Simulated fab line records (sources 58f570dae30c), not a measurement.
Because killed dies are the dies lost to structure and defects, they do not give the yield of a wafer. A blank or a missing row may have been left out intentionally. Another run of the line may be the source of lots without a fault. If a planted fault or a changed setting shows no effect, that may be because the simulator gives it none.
Split-lot experiment    flow berkeley-cmos170    23 wafers read across 5 lots, on a route 331 steps long

## ON THE SPLIT
At UCB170_NLDD_EXPOSE_03 (exposes mask NSELECT, target cd 1200 nm), the setting dose-mj was moved away from the recipe's 30 on 7 of the 23 wafers read, by -6.8% to -3.8%. The other wafers ran this setting at the recipe's value.

## FROM THE SPLIT TO THE READING: what the file shows between them, 2 steps
- UCB170_NLDD_PEB_04
- UCB170_NLDD_DEVELOP_05: develop time 45 s

## THE READING
At UCB170_NLDD_CD_MEAS_06: cd-nm in nanometres, against a target cd of 1200 nm. Typical for fault-free wafers on this fab line: 1200.6 nm, with standard deviation 1.8 nm.

wafer   tool, chamber at the split  dose-mj as run  against the recipe  cd-nm, nm  against lot-mates on the recipe
L075.1  krf-scanner-01, 0           28.45           -5.2%               1191.2     -10.0
L075.2  krf-scanner-01, 0           28.45           -5.2%               1190.1     -11.2
L075.3  krf-scanner-01, 0           30              recipe              1201.5     -
L075.4  krf-scanner-01, 0           30              recipe              1201.0     -
L075.5  krf-scanner-01, 0           28.45           -5.2%               1192.2     -9.0
L077.1  krf-scanner-01, 0           30              recipe              1200.2     -
L077.2  krf-scanner-01, 0           30              recipe              1200.0     -
L077.4  krf-scanner-01, 0           30              recipe              1200.6     -
L077.5  krf-scanner-01, 0           30              recipe              1199.3     -
L077.6  krf-scanner-01, 0           30              recipe              1201.8     -
L085.2  krf-scanner-01, 0           30              recipe              1201.1     -
L085.3  krf-scanner-01, 0           30              recipe              1201.8     -
L085.4  krf-scanner-01, 0           27.95           -6.8%               1189.0     -12.4
L085.5  krf-scanner-01, 0           27.95           -6.8%               1187.9     -13.5
L085.6  krf-scanner-01, 0           30              recipe              1201.3     -
L083.1  krf-scanner-02, 0           28.87           -3.8%               1196.6     -6.6
L083.2  krf-scanner-02, 0           30              recipe              1203.2     -
L083.3  krf-scanner-02, 0           28.87           -3.8%               1197.3     -5.9
L083.5  krf-scanner-02, 0           30              recipe              1203.2     -
L083.6  krf-scanner-02, 0           30              recipe              1203.3     -
L084.2  krf-scanner-01, 0           30              recipe              1202.2     -
L084.3  krf-scanner-01, 0           30              recipe              1202.3     -
L084.6  krf-scanner-01, 0           30              recipe              1202.8     -

THE FIT
A straight line over all 23 wafers: cd-nm changes by +1.88 nm for each +1% of dose-mj; r = +0.96; the points scatter about the line by 1.4 nm.
The same after taking each lot's own level away (the mean of its wafers on the recipe; 23 wafers): +1.89 nm for each +1%; r = +0.99; scatter 0.65 nm.
According to that fit, moving dose-mj by its largest amount changes the reading by 13 nm.
The span of the lots' own levels, 1200.38 to 1203.23 nm, comes to 1.6 times the standard deviation stated above.
Hence the lot-to-lot level has little effect on the slope; both slopes agree.
Check: for one of the wafers moved furthest among these (-6.8%), held out of the fit, the line's prediction against its lot-mates is -13 nm. It came out at -12.4 nm against them.

## ADDITIONAL SPLITS CARRIED BY THESE WAFERS
Before the reading, these wafers also passed through other splits. Each is held against what the fit with the lots' levels taken away leaves over:
other split on the same wafers        wafers away from the commonest value  r with cd-nm (lot level and that fit taken away)
UCB170_START_OXIDATION_02 temp-c      10                                    -0.12
UCB170_NWELL_COAT_07 spin-rpm         4                                     -0.26
UCB170_PWELL_COAT_08 spin-rpm         7                                     -0.04
UCB170_PWELL_IMPLANT_15 dose-cm2      8                                     -0.54
UCB170_WELLDRIVE_OXIDATION_01 temp-c  18                                    +0.26
UCB170_ACTIVE_COAT_08 resist-thk-nm   10                                    +0.28
UCB170_PFIELD_EXPOSE_03 dose-mj       7                                     -0.13
UCB170_PFIELD_IMPLANT_07 energy-kev   6                                     -0.01
UCB170_SACOX_OXIDATION_01 ox-time-s   10                                    +0.02

## FILE'S OWN FIT
cd-nm changes by +1.88 nm for each +1% of dose-mj, r = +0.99.
